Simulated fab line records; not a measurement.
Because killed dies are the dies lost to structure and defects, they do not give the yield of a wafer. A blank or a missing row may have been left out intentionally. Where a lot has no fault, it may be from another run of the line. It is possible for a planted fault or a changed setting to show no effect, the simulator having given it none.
Which tool was responsible? | flow berkeleyCmos170 | 7 lots with 21 wafers sampled at 2 steps, on a route of 331 steps

== WHAT THE GAUGES READ, wafer by wafer ==
UCB170_ACTIVE_THK_MEAS_03.
lot  | measured    | on           | ACTIVE_OXIDE_THK (nm)
L313 | day 4 17:43 | filmMetro-04 | 26.0 26.2 26.2
L315 | day 5 09:52 | filmMetro-04 | 26.9 27.4 26.8
L317 | day 6 02:05 | filmMetro-01 | 26.8 26.4 26.5
L319 | day 6 07:41 | filmMetro-04 | 26.4 26.8 26.3
L330 | day 8 14:06 | filmMetro-02 | 27.2 27.3 27.0

== WHAT TOOL EACH LOT RAN ON (gives the tool, then ch and the chambers of the sampled wafers, and finally the start) ==
lot  | UCB170_PWELL_EXPOSE_10
L313 | krfScanner-02 ch 0, day 3 18:21
L315 | krfScanner-02 ch 0, day 4 10:08
L317 | krfScanner-01 ch 0, day 5 02:41
L319 | krfScanner-01 ch 0, day 5 07:01
L322 | krfScanner-02, day 6 04:17
L323 | krfScanner-02, day 6 11:22
L330 | krfScanner-01 ch 0, day 7 19:44
- UCB170_PWELL_EXPOSE_10: exposes mask PWELL, target cd 3000 nm.

== THE ANSWER, worked out from the rows above alone ==
Rule: what is usual is taken from the lots themselves. Put in order of their means at a reading, lots are off if they are a third of the lots or fewer, leave a main group of 4 or more, and stand apart from it by a gap of 3 or more times the standard deviation of the main group's means; of several such gaps the widest counts. If all means in a main group match to the digits the tables above print for the reading, that group is not used. A lot without any number at a reading at which 4 lots or more have one is off too. The other lots that the step has rows for count as sound.
Nothing can be told from this: no lot is off at any reading shown.

== WHAT THE SIMULATOR HAD PUT IN ==
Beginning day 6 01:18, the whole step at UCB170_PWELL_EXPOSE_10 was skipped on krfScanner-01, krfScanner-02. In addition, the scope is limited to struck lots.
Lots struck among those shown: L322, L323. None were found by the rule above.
